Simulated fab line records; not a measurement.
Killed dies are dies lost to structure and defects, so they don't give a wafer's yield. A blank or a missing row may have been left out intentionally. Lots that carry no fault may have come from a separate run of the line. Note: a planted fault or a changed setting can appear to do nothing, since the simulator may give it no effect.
fab line records	flow rit_cmos	part 1 of 2: steps 1 to 25 of 34
record lots=5	wafers=15	last_day=7
route steps=202 shown PRETRO@64 GATE@75 FOX2@80
lots that met no fault: from a run of the same line without faults
start_h: the number of hours between the record's first day and the start of the first shown wafer of the lot	wait_h: hours from the lot's prior step to this one	" as in the row above	L1.1+2: a row that stands for several wafers	- either no value or no given start	* or withheld: withheld	< > ~ a bound
route shown NAME@n: a module of which the file shows steps, and the number in the route of the first	usual: mean and standard deviation over wafers with no fault	same: alike in all rows	chamber/n: place in a boat	sites: per-site readings	_std_site: standard deviation of those values	_edge_site: the outer-site mean with the inner-site mean subtracted	radius_mm: how far each site lies from the wafer's centre	mask NAME#n: copy n	behind: the most recent tool/chamber to have shaped the wafer	hold: why the lot was held/for how many hours/how that ended	device: whichever transistor did not switch (one of n, p or np)	end of line: the route-end tests of the same wafers	a step with no rows: only its recipe	killed: dies that structure and defects cost at the first sort, which is not the same as the wafer's yield	map: per-die view of a wafer (x killed, . not killed, _ where there is no die)
set.NAME: setting as actually run; set.NAME@STEP: the setting as run at that earlier step	model.NAME: the simulator's own value behind a step, which no gauge read
certain route steps with their lots: each step a table, each wafer a row
services: from which hour (start_h, from the record's first day; less than 0 if before it) a tool's chamber was out of use, for how many hours, and why
## steps
# step RIT_PRETRO_HMDS_00
# recipe prime_time_s=60	prime_temp_c=140
# usual chill_plate_temp_C=23.01/0.11
lot.wafer	tool	chamber	start_h	wait_h	chill_plate_temp_C
L080.1	litho_track-02	0	59.91	0.1	23.00
L080.2	"	0	"	"	22.96
L080.5	"	0	"	"	22.94
L081.2	litho_track-03	0	65.18	0.1	23.04
L081.3	"	0	"	"	22.93
L081.4	"	0	"	"	23.01
L083.1	litho_track-03	0	75.75	0.1	22.97
L083.2	"	0	"	"	22.99
L083.3	"	0	"	"	22.96
L085.1	litho_track-03	0	84.40	0.1	23.02
L085.2	"	0	"	"	23.19
L085.4	"	0	"	"	23.04
L096.1	litho_track-03	0	140.21	0.1	22.95
L096.2	"	0	"	"	23.00
L096.3	"	0	"	"	22.86
# step RIT_PRETRO_COAT_01
# recipe resist=NOVOLAK	spin_rpm=2000	resist_thk_nm=1300
# usual chill_plate_temp_C=22.98/0.12
lot.wafer	tool	chamber	start_h	wait_h	chill_plate_temp_C
L080.1	litho_track-02	0	60.06	0.1	23.30
L080.2	"	0	"	"	23.23
L080.5	"	0	"	"	23.18
L081.2	litho_track-03	0	65.33	0.1	22.94
L081.3	"	0	"	"	22.82
L081.4	"	0	"	"	22.98
L083.1	litho_track-03	0	75.90	0.1	22.98
L083.2	"	0	"	"	23.07
L083.3	"	0	"	"	22.99
L085.1	litho_track-03	0	84.55	0.1	22.94
L085.2	"	0	"	"	22.85
L085.4	"	0	"	"	23.01
L096.1	litho_track-03	0	140.36	0.1	23.09
L096.2	"	0	"	"	23.24
L096.3	"	0	"	"	23.11
# step RIT_PRETRO_SOFTBAKE_02
# recipe resist=NOVOLAK	temp_c=90	time_s=60
# usual chill_plate_temp_C=23.00/0.089	heater_power_total_W=34.56/0.052
lot.wafer	tool	chamber	start_h	wait_h	chill_plate_temp_C	heater_power_total_W
L080.1	litho_track-02	0	60.21	0.1	22.98	34.59
L080.2	"	0	"	"	22.99	34.50
L080.5	"	0	"	"	23.06	34.63
L081.2	litho_track-03	0	65.48	0.1	22.96	34.61
L081.3	"	0	"	"	23.07	34.55
L081.4	"	0	"	"	23.03	34.63
L083.1	litho_track-03	0	76.05	0.1	22.88	34.59
L083.2	"	0	"	"	23.05	34.61
L083.3	"	0	"	"	23.06	34.53
L085.1	litho_track-03	0	84.70	0.1	23.05	34.64
L085.2	"	0	"	"	22.91	34.66
L085.4	"	0	"	"	22.98	34.46
L096.1	litho_track-03	0	140.51	0.1	23.05	34.48
L096.2	"	0	"	"	22.87	34.58
L096.3	"	0	"	"	23.13	34.49
# step RIT_PRETRO_EXPOSE_03
# recipe mask_id=M5	na=0.57	target_cd_nm=43700	dose_mj=250
# usual focus_offset_nm=-0.1/0.59	reticle_temp_C=23.01/0.093
lot.wafer	tool	chamber	start_h	wait_h	mask	focus_offset_nm	reticle_temp_C
L080.1	iline_stepper-01	0	60.36	0.1	M5#0	0.0	23.05
L080.2	"	0	"	"	M5#0	-0.1	23.07
L080.5	"	0	"	"	M5#0	0.8	22.95
L081.2	iline_stepper-02	0	65.75	0.2	M5#0	1.1	22.93
L081.3	"	0	"	"	M5#0	0.2	23.15
L081.4	"	0	"	"	M5#0	0.4	22.99
L083.1	iline_stepper-02	0	76.42	0.3	M5#0	-0.3	23.02
L083.2	"	0	"	"	M5#0	-0.3	22.97
L083.3	"	0	"	"	M5#0	-0.2	22.96
L085.1	iline_stepper-01	0	84.98	0.2	M5#0	-0.2	23.06
L085.2	"	0	"	"	M5#0	0.1	22.93
L085.4	"	0	"	"	M5#0	0.2	23.06
L096.1	iline_stepper-01	0	140.78	0.2	M5#0	-0.9	22.97
L096.2	"	0	"	"	M5#0	-0.7	22.88
L096.3	"	0	"	"	M5#0	0.0	22.98
# step RIT_PRETRO_PEB_04
# recipe resist=NOVOLAK	temp_c=withheld	time_s=withheld
# usual chill_plate_temp_C=*
lot.wafer	tool	chamber	start_h	wait_h	chill_plate_temp_C
L080.1	litho_track-02	0	60.47	0.1	*
L080.2	"	0	"	"	*
L080.5	"	0	"	"	*
L081.2	litho_track-04	0	65.93	0.2	*
L081.3	"	0	"	"	*
L081.4	"	0	"	"	*
L083.1	litho_track-03	0	76.54	0.1	*
L083.2	"	0	"	"	*
L083.3	"	0	"	"	*
L085.1	litho_track-04	0	85.10	0.1	*
L085.2	"	0	"	"	*
L085.4	"	0	"	"	*
L096.1	litho_track-02	0	140.90	0.1	*
L096.2	"	0	"	"	*
L096.3	"	0	"	"	*
# step RIT_PRETRO_DEVELOP_05
# recipe resist=NOVOLAK	develop_time_s=68	dev_temp_c=23
# usual chill_plate_temp_C=23.00/0.12
lot.wafer	tool	chamber	start_h	wait_h	chill_plate_temp_C
L080.1	litho_track-02	0	-	-	22.93
L080.2	"	0	"	"	22.96
L080.5	"	0	"	"	22.91
L081.2	litho_track-04	0	-	-	23.04
L081.3	"	0	"	"	23.08
L081.4	"	0	"	"	22.97
L083.1	litho_track-03	0	-	-	22.94
L083.2	"	0	"	"	22.96
L083.3	"	0	"	"	23.06
L085.1	litho_track-04	0	-	-	22.81
L085.2	"	0	"	"	22.84
L085.4	"	0	"	"	22.87
L096.1	litho_track-02	0	-	-	22.99
L096.2	"	0	"	"	23.01
L096.3	"	0	"	"	23.13
# step RIT_PRETRO_OVL_MEAS_06
# usual PRETRO_OVL=1.0/1.3
lot.wafer	tool	chamber	start_h	wait_h	PRETRO_OVL[nm]
L080.1	overlay-02	-	60.79	-	2.4
L080.2	"	-	"	"	1.2
L080.5	"	-	"	"	2.4
L081.2	overlay-01	-	66.22	-	2.5
L081.3	"	-	"	"	3.3
L081.4	"	-	"	"	2.3
L083.1	overlay-02	-	76.85	-	2.0
L083.2	"	-	"	"	1.4
L083.3	"	-	"	"	1.4
L085.1	overlay-01	-	85.41	-	3.5
L085.2	"	-	"	"	1.2
L085.4	"	-	"	"	1.4
L096.1	overlay-01	-	141.21	-	1.0
L096.2	"	-	"	"	0.2
L096.3	"	-	"	"	1.4
# step RIT_PRETRO_HARDBAKE_07
# recipe resist=NOVOLAK	temp_c=140	time_s=120
# usual chill_plate_temp_C=23.00/0.1	heater_power_total_W=52.03/0.062
lot.wafer	tool	chamber	start_h	wait_h	chill_plate_temp_C	heater_power_total_W
L080.1	litho_track-03	0	60.82	0.0	23.15	52.14
L080.2	"	0	"	"	22.97	52.03
L080.5	"	0	"	"	22.93	52.12
L081.2	litho_track-04	0	66.29	0.1	23.04	52.02
L081.3	"	0	"	"	22.91	51.96
L081.4	"	0	"	"	23.17	51.95
L083.1	litho_track-02	0	76.95	0.1	22.89	51.92
L083.2	"	0	"	"	23.00	51.91
L083.3	"	0	"	"	22.92	52.07
L085.1	litho_track-04	0	85.44	0.0	22.86	52.08
L085.2	"	0	"	"	22.94	51.93
L085.4	"	0	"	"	23.10	52.09
L096.1	litho_track-04	0	141.25	0.0	23.03	52.12
L096.2	"	0	"	"	22.93	51.96
L096.3	"	0	"	"	22.99	52.08
# step RIT_PRETRO_IMPLANT_08
# recipe species=B	energy_kev=45	dose_cm2=1.2e+13	tilt_deg=7
lot.wafer	tool	chamber	start_h	wait_h
L080.1+2+5	implanter-03	0	61.07	0.2
L081.2+3+4	implanter-03	0	66.53	0.2
L083.1+2+3	implanter-01	0	77.20	0.2
L085.1+2+4	implanter-03	0	85.69	0.2
L096.1+2+3	implanter-02	0	141.50	0.2
# step RIT_PRETRO_STRIP_09
# recipe chemistry=O2	time_s=180	resist=NOVOLAK	platen_temp_c=withheld	power_w=500	pressure_mtorr=4000	o2_flow_sccm=4000
# usual drypump_motor_current_A=5.4/0.35	rf_refl_power_W=7.6/1.2
lot.wafer	tool	chamber	start_h	wait_h	drypump_motor_current_A	rf_hours_counter_h	rf_refl_power_W
L080.1	plasma_asher-03	0	61.22	0.1	5.5	42	8.4
L080.2	"	1	"	"	6.0	42	7.3
L080.5	"	0	"	"	5.5	-	8.5
L081.2	plasma_asher-03	1	66.65	0.1	6.0	43	8.2
L081.3	"	0	"	"	5.5	-	8.6
L081.4	"	1	"	"	6.0	-	7.6
L083.1	plasma_asher-03	1	77.35	0.1	6.0	44	7.6
L083.2	"	0	"	"	5.5	44	8.7
L083.3	"	1	"	"	5.9	-	7.6
L085.1	plasma_asher-03	0	85.84	0.1	5.5	45	9.1
L085.2	"	1	"	"	6.0	45	7.6
L085.4	"	0	"	"	5.5	-	8.6
L096.1	plasma_asher-03	1	141.65	0.1	6.0	2	8.6
L096.2	"	0	"	"	5.5	2	8.6
L096.3	"	0	"	"	5.5	-	9.0
# step RIT_PRETRO_TW_MEAS_10
# usual PRETRO_TW=477/3
lot.wafer	tool	chamber	start_h	wait_h	PRETRO_TW
L080.1	film_metro-03	-	61.40	0.1	473
L080.2	"	-	"	"	477
L080.5	"	-	"	"	475
L081.2	film_metro-03	-	66.84	0.1	475
L081.3	"	-	"	"	475
L081.4	"	-	"	"	475
L083.1	film_metro-02	-	77.52	0.1	477
L083.2	"	-	"	"	475
L083.3	"	-	"	"	477
L085.1	film_metro-02	-	86.02	0.1	479
L085.2	"	-	"	"	477
L085.4	"	-	"	"	477
L096.1	film_metro-03	-	141.82	0.1	473
L096.2	"	-	"	"	475
L096.3	"	-	"	"	473
# step RIT_GATE_WET_ETCH_00
# recipe chemistry=BOE	target=SiO2	target_depth_nm=56	time_s=60	dry=n2_spin	dilution=10:1	temp_c=21.5
# usual temp_c=21.52/0.091
lot.wafer	tool	chamber	start_h	wait_h	temp_c
L080.1	wet_bench-01	3	61.46	0.1	21.56
L080.2	"	3	"	"	21.56
L080.5	"	3	"	"	21.55
L081.2	wet_bench-01	0	66.89	0.0	21.50
L081.3	"	0	"	"	21.64
L081.4	"	0	"	"	21.55
L083.1	wet_bench-01	1	77.58	0.1	21.55
L083.2	"	1	"	"	21.57
L083.3	"	1	"	"	21.43
L085.1	wet_bench-01	1	86.08	0.1	21.46
L085.2	"	1	"	"	21.47
L085.4	"	1	"	"	21.79
L096.1	wet_bench-02	2	141.88	0.1	21.48
L096.2	"	2	"	"	21.63
L096.3	"	2	"	"	21.51
# step RIT_GATE_CLEAN_01
# recipe chemistry=SC1	mix=3:3:50	time_s=600	temp_c=75
# usual bath_guard_temp_C=75.1/0.43	temp_c=75.00/0.13
lot.wafer	tool	chamber	start_h	wait_h	bath_guard_temp_C	temp_c
L080.1	wet_bench-02	3	61.49	0.0	74.9	74.97
L080.2	"	3	"	"	74.7	75.21
L080.5	"	3	"	"	74.8	75.06
L081.2	wet_bench-02	0	66.91	0.0	74.8	75.18
L081.3	"	0	"	"	74.8	75.09
L081.4	"	0	"	"	74.7	75.00
L083.1	wet_bench-02	2	77.61	0.0	74.6	75.05
L083.2	"	2	"	"	74.8	75.02
L083.3	"	2	"	"	74.4	75.22
L085.1	wet_bench-04	2	86.10	0.0	75.3	75.03
L085.2	"	2	"	"	75.3	74.97
L085.4	"	2	"	"	75.1	74.82
L096.1	wet_bench-04	2	141.91	0.0	75.3	74.89
L096.2	"	2	"	"	75.4	74.97
L096.3	"	2	"	"	75.0	74.99
# step RIT_GATE_CLEAN_02
# recipe chemistry=dHF	dilution=50:1	time_s=30
lot.wafer	tool	chamber	start_h	wait_h
L080.1+2+5	wet_bench-04	0	61.66	0.0
L081.2+3+4	wet_bench-04	3	67.10	0.0
L083.1+2+3	wet_bench-01	3	77.78	0.0
L085.1+2+4	wet_bench-02	1	86.28	0.0
L096.1+2+3	wet_bench-01	0	142.08	0.0
# step RIT_GATE_CLEAN_03
# recipe chemistry=SC2	mix=3:3:50	time_s=600	temp_c=75	dry=n2_spin
# usual bath_guard_temp_C=75.1/0.48	temp_c=74.98/0.097
lot.wafer	tool	chamber	start_h	wait_h	bath_guard_temp_C	temp_c
L080.1	wet_bench-01	1	61.68	0.0	75.3	75.07
L080.2	"	1	"	"	75.5	75.04
L080.5	"	1	"	"	75.3	75.14
L081.2	wet_bench-02	0	67.12	0.0	75.0	74.97
L081.3	"	0	"	"	74.5	74.81
L081.4	"	0	"	"	74.9	74.80
L083.1	wet_bench-02	3	77.80	0.0	74.9	75.06
L083.2	"	3	"	"	74.9	75.11
L083.3	"	3	"	"	75.1	75.07
L085.1	wet_bench-01	0	86.30	0.0	76.2	74.94
L085.2	"	0	"	"	76.2	75.02
L085.4	"	0	"	"	76.6	74.82
L096.1	wet_bench-02	3	142.10	0.0	75.2	74.90
L096.2	"	3	"	"	74.8	74.98
L096.3	"	3	"	"	74.6	75.07
# step RIT_GATE_CLEAN_04
# recipe chemistry=dHF	dilution=50:1	time_s=60	dry=n2_spin
lot.wafer	tool	chamber	start_h	wait_h
L080.1+2+5	wet_bench-02	3	61.87	0.0
L081.2+3+4	wet_bench-04	3	67.31	0.0
L083.1+2+3	wet_bench-01	2	77.97	0.0
L085.1+2+4	wet_bench-04	2	86.47	0.0
L096.1+2+3	wet_bench-04	2	142.27	0.0
# step RIT_FOX2_THK_MEAS_91
# recipe reads=SiO2_of_FOX2_OXIDATION_00
# usual FIELD_OXIDE_LEFT_2_THK=257/5.7
lot.wafer	tool	chamber	start_h	wait_h	FIELD_OXIDE_LEFT_2_THK[nm]
L080.1	film_metro-03	-	61.89	0.0	268
L080.2	"	-	"	"	269
L080.5	"	-	"	"	265
L081.2	film_metro-01	-	67.35	0.0	259
L081.3	"	-	"	"	258
L081.4	"	-	"	"	253
L083.1	film_metro-03	-	78.00	0.0	252
L083.2	"	-	"	"	260
L083.3	"	-	"	"	251
L085.1	film_metro-03	-	86.50	0.0	261
L085.2	"	-	"	"	259
L085.4	"	-	"	"	262
L096.1	film_metro-02	-	142.30	0.0	255
L096.2	"	-	"	"	261
L096.3	"	-	"	"	257
# step RIT_GATE_OXIDATION_05
# recipe temp_c=893.5	ambient=O2	target_thk_a=30	ox_time_s=270
# usual spike_tc_centre_C=895.5/1.1	spike_tc_load_C=918.2/2.9	tube_center_temp_C=893.49/0.076
lot.wafer	tool	chamber	start_h	wait_h	spike_tc_centre_C	spike_tc_load_C	tube_center_temp_C
L080.1	furnace-03	0	61.95	0.1	896.6	918.7	893.46
L080.2	"	0	"	"	895.4	921.1	893.63
L080.5	"	0	"	"	898.0	921.3	893.58
L081.2	furnace-02	0	67.40	0.0	895.9	918.3	893.44
L081.3	"	0	"	"	896.2	919.4	893.55
L081.4	"	0	"	"	893.5	918.4	893.52
L083.1	furnace-01	0	78.06	0.1	896.6	915.3	893.49
L083.2	"	0	"	"	896.1	913.8	893.42
L083.3	"	0	"	"	895.6	915.1	893.52
L085.1	furnace-01	0	86.84	0.3	895.8	914.9	893.52
L085.2	"	0	"	"	896.5	914.0	893.63
L085.4	"	0	"	"	896.4	913.3	893.45
L096.1	furnace-02	0	142.36	0.1	895.7	920.7	893.6
L096.2	"	0	"	"	895.7	918.8	893.55
L096.3	"	0	"	"	896.0	918.8	893.42
# step RIT_GATE_ANNEAL_06
# recipe temp_c=900	time_s=600	ambient=N2O
# usual spike_tc_centre_C=902.2/1.1	spike_tc_load_C=925/3.1	tube_center_temp_C=899.99/0.077
lot.wafer	tool	chamber	start_h	wait_h	spike_tc_centre_C	spike_tc_load_C	tube_center_temp_C
L080.1	furnace-03	0	63.03	0.0	901.3	928	899.85
L080.2	"	0	"	"	903.6	926	899.88
L080.5	"	0	"	"	903.0	927	900.02
L081.2	furnace-01	0	68.47	0.0	902.5	921	899.97
L081.3	"	0	"	"	902.1	921	899.82
L081.4	"	0	"	"	902.6	922	899.95
L083.1	furnace-03	0	79.13	0.0	902.6	927	899.97
L083.2	"	0	"	"	902.0	926	900.03
L083.3	"	0	"	"	903.0	926	900.1
L085.1	furnace-01	0	87.91	0.0	900.1	921	899.97
L085.2	"	0	"	"	903.8	921	900
L085.4	"	0	"	"	901.5	919	900
L096.1	furnace-01	0	143.43	0.0	902.7	920	899.96
L096.2	"	0	"	"	902.3	920	899.97
L096.3	"	0	"	"	903.0	918	899.95
# step RIT_GATE_THK_MEAS_07
# recipe reads=SiO2_of_GATE_OXIDATION_05
# usual GATE_OXIDE_THK=2.76/0.051
lot.wafer	tool	chamber	start_h	wait_h	GATE_OXIDE_THK[nm]
L080.1	film_metro-03	-	63.28	0.0	2.81
L080.2	"	-	"	"	2.74
L080.5	"	-	"	"	2.84
L081.2	film_metro-02	-	68.73	0.0	2.71
L081.3	"	-	"	"	2.69
L081.4	"	-	"	"	2.73
L083.1	film_metro-01	-	79.38	0.0	2.69
L083.2	"	-	"	"	2.70
L083.3	"	-	"	"	2.72
L085.1	film_metro-01	-	88.16	0.0	2.77
L085.2	"	-	"	"	2.80
L085.4	"	-	"	"	2.82
L096.1	film_metro-03	-	143.68	0.0	2.70
L096.2	"	-	"	"	2.79
L096.3	"	-	"	"	2.75
# step RIT_GATE_CVD_08
# recipe material=poly-Si	target_thk_nm=250	temp_c=610	precursor=SiH4	time_s=2220	pressure_mtorr=300	sih4_flow_sccm=100
# usual spike_tc_centre_C=611.9/1.1	spike_tc_load_C=632.6/2.4
lot.wafer	tool	chamber	start_h	wait_h	spike_tc_centre_C	spike_tc_load_C
L080.1	lpcvd-02	1	63.34	0.1	612.3	635.3
L080.2	"	1	"	"	612.7	632.9
L080.5	"	1	"	"	612.9	635.7
L081.2	lpcvd-01	0	68.78	0.0	612.2	628.8
L081.3	"	0	"	"	611.8	629.0
L081.4	"	0	"	"	612.6	628.6
L083.1	lpcvd-01	1	80.45	1.1	613.7	629.2
L083.2	"	1	"	"	612.5	633.6
L083.3	"	1	"	"	611.6	631.0
L085.1	lpcvd-02	1	88.22	0.1	612.5	635.0
L085.2	"	1	"	"	612.7	635.8
L085.4	"	1	"	"	613.1	636.8
L096.1	lpcvd-02	0	143.74	0.1	610.7	634.4
L096.2	"	0	"	"	612.3	632.1
L096.3	"	0	"	"	612.3	633.5
# step RIT_GATE_THK_MEAS_09
# recipe reads=poly-Si_of_GATE_CVD_08
# usual GATE_POLY_THK=250.6/2.7
lot.wafer	tool	chamber	start_h	wait_h	GATE_POLY_THK[nm]
L080.1	film_metro-01	-	64.95	0.0	252.3
L080.2	"	-	"	"	250.2
L080.5	"	-	"	"	251.3
L081.2	film_metro-03	-	70.41	0.0	246.7
L081.3	"	-	"	"	246.7
L081.4	"	-	"	"	246.8
L083.1	film_metro-03	-	82.06	0.0	246.7
L083.2	"	-	"	"	247.2
L083.3	"	-	"	"	247.5
L085.1	film_metro-01	-	90.65	0.0	249.2
L085.2	"	-	"	"	247.9
L085.4	"	-	"	"	250.8
L096.1	film_metro-03	-	145.36	0.0	254.3
L096.2	"	-	"	"	252.9
L096.3	"	-	"	"	251.5
# step RIT_GATE_HMDS_10
# recipe prime_time_s=60	prime_temp_c=140
# usual chill_plate_temp_C=22.99/0.11
lot.wafer	tool	chamber	start_h	wait_h	chill_plate_temp_C
L080.1	litho_track-01	0	65.01	0.1	23.19
L080.2	"	0	"	"	23.34
L080.5	"	0	"	"	23.04
L081.2	litho_track-01	0	70.48	0.1	22.89
L081.3	"	0	"	"	23.02
L081.4	"	0	"	"	22.98
L083.1	litho_track-02	0	82.12	0.1	22.74
L083.2	"	0	"	"	23.00
L083.3	"	0	"	"	22.85
L085.1	litho_track-01	0	90.72	0.1	23.02
L085.2	"	0	"	"	23.14
L085.4	"	0	"	"	22.94
L096.1	litho_track-03	0	145.42	0.1	22.86
L096.2	"	0	"	"	22.96
L096.3	"	0	"	"	22.77
# step RIT_GATE_COAT_11
# recipe resist=NOVOLAK	spin_rpm=4250	resist_thk_nm=850
# usual chill_plate_temp_C=22.98/0.11
lot.wafer	tool	chamber	start_h	wait_h	chill_plate_temp_C
L080.1	litho_track-01	0	65.16	0.1	23.12
L080.2	"	0	"	"	23.05
L080.5	"	0	"	"	23.16
L081.2	litho_track-01	0	70.63	0.1	22.80
L081.3	"	0	"	"	22.97
L081.4	"	0	"	"	22.95
L083.1	litho_track-02	0	82.27	0.1	22.94
L083.2	"	0	"	"	22.90
L083.3	"	0	"	"	22.83
L085.1	litho_track-01	0	90.87	0.1	22.94
L085.2	"	0	"	"	22.84
L085.4	"	0	"	"	22.91
L096.1	litho_track-03	0	145.57	0.1	23.06
L096.2	"	0	"	"	23.02
L096.3	"	0	"	"	22.93
# step RIT_GATE_SOFTBAKE_12
# recipe resist=NOVOLAK	temp_c=90	time_s=60
# usual chill_plate_temp_C=22.98/0.099	heater_power_total_W=34.56/0.055
lot.wafer	tool	chamber	start_h	wait_h	chill_plate_temp_C	heater_power_total_W
L080.1	litho_track-01	0	65.31	0.1	22.89	34.50
L080.2	"	0	"	"	22.91	34.59
L080.5	"	0	"	"	22.90	34.62
L081.2	litho_track-01	0	70.78	0.1	23.12	34.49
L081.3	"	0	"	"	23.00	34.46
L081.4	"	0	"	"	23.03	34.63
L083.1	litho_track-02	0	82.42	0.1	23.02	34.53
L083.2	"	0	"	"	23.11	34.54
L083.3	"	0	"	"	22.99	34.50
L085.1	litho_track-01	0	91.02	0.1	23.04	34.56
L085.2	"	0	"	"	23.13	34.59
L085.4	"	0	"	"	23.06	34.62
L096.1	litho_track-03	0	145.72	0.1	22.86	34.59
L096.2	"	0	"	"	22.86	34.49
L096.3	"	0	"	"	22.97	34.59
